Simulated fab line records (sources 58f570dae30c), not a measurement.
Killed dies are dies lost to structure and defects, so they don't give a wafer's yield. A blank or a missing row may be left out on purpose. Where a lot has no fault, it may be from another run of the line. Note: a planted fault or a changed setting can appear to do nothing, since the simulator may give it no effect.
One fault through the eyes of 2 desks :: flow berkeley_cmos170 :: each desk holds nothing but its own numbers, with what lay behind them at the end

== FOR THE TOOL OWNER'S DESK: rie_diel-02 ==
The tool's own readings at UCB170_M1_ETCH_11 (etches BARC in N2/H2): means of the sampled wafers that have a number, for each lot that ran on this tool. Marked OUT: a lot whose mean sits more than 4 standard deviations from the usual mean, which makes it out of limits; the brackets give that distance.
Columns: A = drypump_motor_current_A at UCB170_M1_ETCH_11, usual 5.7 A; B = h2_flow_sccm at UCB170_M1_ETCH_11, usual 200.0 sccm; C = oes_product_au at UCB170_M1_ETCH_11, usual 1.000 a.u.; D = rf_fwd_power_W at UCB170_M1_ETCH_11, usual 494.5 W; E = throttle_valve_pct at UCB170_M1_ETCH_11, usual 13.28 %
lot: L410
first seen here: day 7 03:28
A: 5.4
B: 200.0
C: 0.981
D: 491.7
E: 13.35

lot: L414
first seen here: day 8 01:50
A: 6.0
B: 200.0
C: 1.003
D: 494.8
E: 13.35

lot: L415
first seen here: day 8 11:54
A: 5.8
B: 200.1
C: 1.003
D: 493.1
E: 13.41

lot: L418
first seen here: day 9 03:15
A: 6.0
B: 200.4
C: 1.406 (+17) OUT
D: 495.3
E: 13.37

lot: L422
first seen here: day 9 20:16
A: 6.0
B: 200.0
C: 1.413 (+17) OUT
D: 495.0
E: 13.37
Finding of this desk: L418, L422 out of limits; the first was L418 at day 9 03:15, on oes_product_au at UCB170_M1_ETCH_11. L410, L414, L415: within limits.

== METROLOGY DESK ==
What the gauges read for every lot (on any tool): the sampled wafers with a number, averaged. Marked OUT: a lot whose mean sits more than 4 standard deviations from the usual mean, which makes it out of limits; the brackets give that distance.
Columns: A = CONTACT_PSG_THK at UCB170_CONTACT_THK_MEAS_02, usual 702 nm; B = cd_nm at UCB170_M1_CD_MEAS_09, usual 700.2 nm; C = cd_nm at UCB170_M1_CD_MEAS_90, usual 698.7 nm
lot: L408
first seen here: day 6 14:14
A: 693
B: 700.7
C: 699.6

lot: L409
first seen here: day 6 21:29
A: 693
B: 700.1
C: 699.4

lot: L410
first seen here: day 6 22:53
A: 700
B: 701.8
C: 698.5

lot: L411
first seen here: day 7 07:11
A: 698
B: 699.0
C: 695.2

lot: L412
first seen here: day 7 07:11
A: 706
B: 701.0
C: 700.4

lot: L413
first seen here: day 7 07:15
A: 702
B: 701.1
C: 700.9

lot: L414
first seen here: day 7 21:13
A: 697
B: 698.3
C: 696.5

lot: L415
first seen here: day 8 08:00
A: 698
B: 699.9
C: 698.7

lot: L417
first seen here: day 8 22:23
A: 704
B: 699.7
C: 697.4

lot: L418
first seen here: day 8 22:27
A: 711
B: 699.5
C: 694.8

lot: L422
first seen here: day 9 16:15
A: 693
B: 700.9
C: 692.7

lot: L425
first seen here: day 10 11:47
A: 704
B: 699.3
C: 697.1

lot: L428
first seen here: day 10 21:01
A: 708
B: 699.9
C: 696.8

lot: L429
first seen here: day 11 18:13
A: 711
B: 699.5
C: 696.9
This desk's verdict: no lot among the 14 shows anything out of limits.

== TAKEN TOGETHER ==
The tool owner's desk could have raised an alarm at day 9 03:15, on L418, L422.
The metrology desk saw nothing out of limits.
The metrology desk holds a record of L418, L422, inside its limits.
Of the lots named, all ran UCB170_M1_ETCH_11 on rie_diel-02.

== WHAT HAD BEEN PUT IN BY THE SIMULATOR ==
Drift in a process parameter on rie_diel-02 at UCB170_M1_ETCH_11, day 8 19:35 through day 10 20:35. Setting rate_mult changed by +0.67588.
Lots struck among those shown: L418, L422.
Hours from the fault's start to each desk's first reading out of limits: the tool owner's desk, 8.
